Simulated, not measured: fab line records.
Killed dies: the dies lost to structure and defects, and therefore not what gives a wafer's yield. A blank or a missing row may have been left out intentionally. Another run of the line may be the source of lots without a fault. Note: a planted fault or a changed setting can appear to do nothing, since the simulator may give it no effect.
2 desks looking at one fault | flow berkeley_cmos170 | only its own numbers are on each desk; what lay behind them is given at the end

== FOR THE TOOL OWNER'S DESK: cmp-02 ==
The tool's own readings at UCB170_V1_CMP_02 (polishes SiO2): means of the sampled wafers that have a number, for each lot that ran on this tool. A lot is out of limits, marked OUT, if its mean lies more than 4 standard deviations from the usual mean; the brackets give that distance.
Columns: A = motor_current_A at UCB170_V1_CMP_02, usual 17.0 A
lot  | first seen here | A
L426 | day 7 09:09     | 19.8
L431 | day 8 09:14     | 16.9
L430 | day 8 09:35     | 18.3
L432 | day 9 04:38     | 16.0
L434 | day 10 00:19    | 16.9
L444 | day 11 17:37    | 17.9
L445 | day 11 17:55    | 16.4
Result from this desk: across the 7 lots, nothing is out of limits.

== METROLOGY DESK ==
What the gauges read for every lot (on any tool): the sampled wafers with a number, averaged. A lot is out of limits, marked OUT, if its mean lies more than 4 standard deviations from the usual mean; the brackets give that distance.
Columns: A = NWELL_OXIDE_THK at UCB170_NWELL_THK_MEAS_02, usual 26.4 nm; B = WELLDRIVE_OXIDE_THK at UCB170_WELLDRIVE_THK_MEAS_02, usual 200 nm; C = V1_POLISHED_THK at UCB170_V1_THK_MEAS_04, usual 1000.0 nm
lot  | first seen here | A    | B   | C
L425 | day 1 22:25     | 26.4 | 197 | 999.9
L427 | day 2 06:38     | 27.2 | 202 | 999.9
L426 | day 2 06:38     | 26.6 | 202 | 999.6
L428 | day 2 16:06     | 26.3 | 203 | 999.3
L429 | day 2 16:07     | 25.6 | 202 | 1000.0
L430 | day 2 23:16     | 25.9 | 194 | 998.9
L431 | day 3 11:18     | 25.9 | 198 | 998.5
L433 | day 3 19:20     | 25.6 | 199 | 999.5
L432 | day 3 19:22     | 25.7 | 199 | 1000.2
L434 | day 4 03:34     | 26.4 | 202 | 999.8
L444 | day 5 21:08     | 26.7 | 205 | 1250.5 (+99 or more) OUT
L445 | day 6 09:53     | 26.0 | 207 | 1248.9 (+99 or more) OUT
L447 | day 6 13:33     | 26.7 | 205 | 1000.1
L448 | day 6 13:33     | 26.6 | 203 | 1000.9
This desk's finding: out of limits on L444, L445; first on L444, day 11 18:02 (V1_POLISHED_THK at UCB170_V1_THK_MEAS_04). L425, L427, L426, L428, L429, L430, L431, L433, L432, L434, L447, L448: within limits.

== BROUGHT TOGETHER ==
L444, L445 would have let the metrology desk raise an alarm at day 11 18:02.
The tool owner's desk saw nothing out of limits.
The tool owner's desk has L444, L445 on record, within its limits.
Every lot named ran UCB170_V1_CMP_02 on cmp-02.

== WHAT THE SIMULATOR PUT IN ==
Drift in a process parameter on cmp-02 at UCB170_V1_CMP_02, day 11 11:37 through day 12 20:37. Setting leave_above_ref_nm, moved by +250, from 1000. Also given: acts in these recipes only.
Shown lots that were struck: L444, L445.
Hours from the fault's start to each desk's first reading out of limits: the metrology desk, 6.
